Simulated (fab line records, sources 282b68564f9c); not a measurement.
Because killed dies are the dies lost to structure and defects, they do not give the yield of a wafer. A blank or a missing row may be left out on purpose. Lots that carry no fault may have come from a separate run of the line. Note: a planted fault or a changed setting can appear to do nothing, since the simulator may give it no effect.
A lot that was struck, set against a sound lot ; flow rit cmos ; 16 out of 202 route steps
Sound: wafers L719.2, L719.4, L719.5. The struck wafers were L722.4, L722.5, L722.6. The cause is named last.
At each step with rows: each side's tool, then ch and its chambers, then its first start. Under that, the readings that differ: sound wafers ; struck wafers ; difference of the means ; sigmas: that difference in standard deviations of wafers without a fault.
alike: same words and numbers on both sides, and readings whose means sit less than 2 such deviations apart. not compared: any withheld reading, any reading some wafer has no value for, any bound like >300 that may hide the same value, and any number with overlapping values for which the record gives no deviation.
A row with sigmas, a row that says differs or no value, or rows on one side alone: a step with any of these is where the two part. Numbers that don't overlap but have no deviation are shown without sigmas and don't part them. Lack of a reading on every wafer of one side parts them only where that side has two or more wafers.

first, 2 steps without rows for these wafers: RIT_NRETRO_HARDBAKE_07 (time 120 s); RIT_NRETRO_IMPLANT_08.
RIT_NRETRO_STRIP_09: strips in O2, time 180 s.
  sound on plasma asher-01 ch 0,1, day 2 19:04; struck on plasma asher-02 ch 0,1, day 3 09:30
  alike: drypump motor current A
  not compared: rf hours counter h
RIT_NRETRO_TW_MEAS_10:
  sound on film metro-01 at day 2 19:15; struck on film metro-03 at day 3 09:39
  alike: NRETRO_TW
then, 6 steps without rows for these wafers: RIT_PRETRO_HMDS_00 (prime time 60 s); RIT_PRETRO_COAT_01 (resist thk 1300 nm); RIT_PRETRO_SOFTBAKE_02 (time 60 s); RIT_PRETRO_EXPOSE_03 (exposes mask M5, target cd 43700 nm); RIT_PRETRO_PEB_04; RIT_PRETRO_DEVELOP_05 (develop time 68 s).
RIT_PRETRO_OVL_MEAS_06:
  sound on overlay-01 at day 2 20:11; struck on overlay-01 at day 3 10:43
  alike: PRETRO_OVL
then, 1 step without rows for these wafers: RIT_PRETRO_HARDBAKE_07 (time 120 s).
RIT_PRETRO_IMPLANT_08:
  sound on implanter-01 ch 0, day 2 20:29; struck on implanter-01 ch 0, day 3 11:04
RIT_PRETRO_STRIP_09: strips in O2, time 180 s.
  sound on plasma asher-04 ch 0,1, day 2 20:37; struck on plasma asher-01 ch 0,1, day 3 11:12
  alike: drypump motor current A
  not compared: rf hours counter h
RIT_PRETRO_TW_MEAS_10:
  sound on film metro-02 at day 2 20:48; struck on film metro-04 at day 3 11:21
reading;sound;struck;difference;sigmas
PRETRO_TW;469 471 469;454 454 451;-17;-3
  not compared: hold
RIT_M1_PROBE_99:
  sound on prober-02 at day 4 00:00; struck on prober-02 at day 4 12:49
reading;sound;struck;difference;sigmas
killed short;7 5 3;0 3 1;-4;-2
model.etest.nmos_0p15.drive ua um range;18.31 6.047 13.42;50.63 45.31 43.7;+33.95;
model.etest.nmos_0p15.drive ua um rim less centre;-4.13 3.465 -1.798;-17.69 -19.7 -20.1;-18.34;
model.etest.nmos_0p3.drive ua um;234.5 231.1 233;238.7 240.1 240.3;+6.8;
model.etest.nmos narrow.drive ua um;232 228.9 234.8;242.7 244.9 246.2;+12.7;
model.etest.nmos_0p3.off log10 a um;-13.05 -13.02 -12.97;-12.9 -12.84 -12.79;+0.2;
model.etest.diode nplus pwell.bv v (V);5.901 5.93 5.897;6.061 6.087 6.119;+0.180;
model.etest.nmos_0p15.vt v range;0.005818 0.004044 0.006552;0.05102 0.05137 0.05105;+0.04568;
model.etest.cap n gate.c min ff um2;2.375 2.376 2.375;2.325 2.32 2.331;-0.050;
  alike: killed_at_M0_to_M3, killed at contacts, killed at front end, killed dies, killed open

== WHERE THEY PART ==
Last at RIT_M1_PROBE_99 as far as this record goes, first at RIT_PRETRO_TW_MEAS_10.

WHY: what the simulator had put in
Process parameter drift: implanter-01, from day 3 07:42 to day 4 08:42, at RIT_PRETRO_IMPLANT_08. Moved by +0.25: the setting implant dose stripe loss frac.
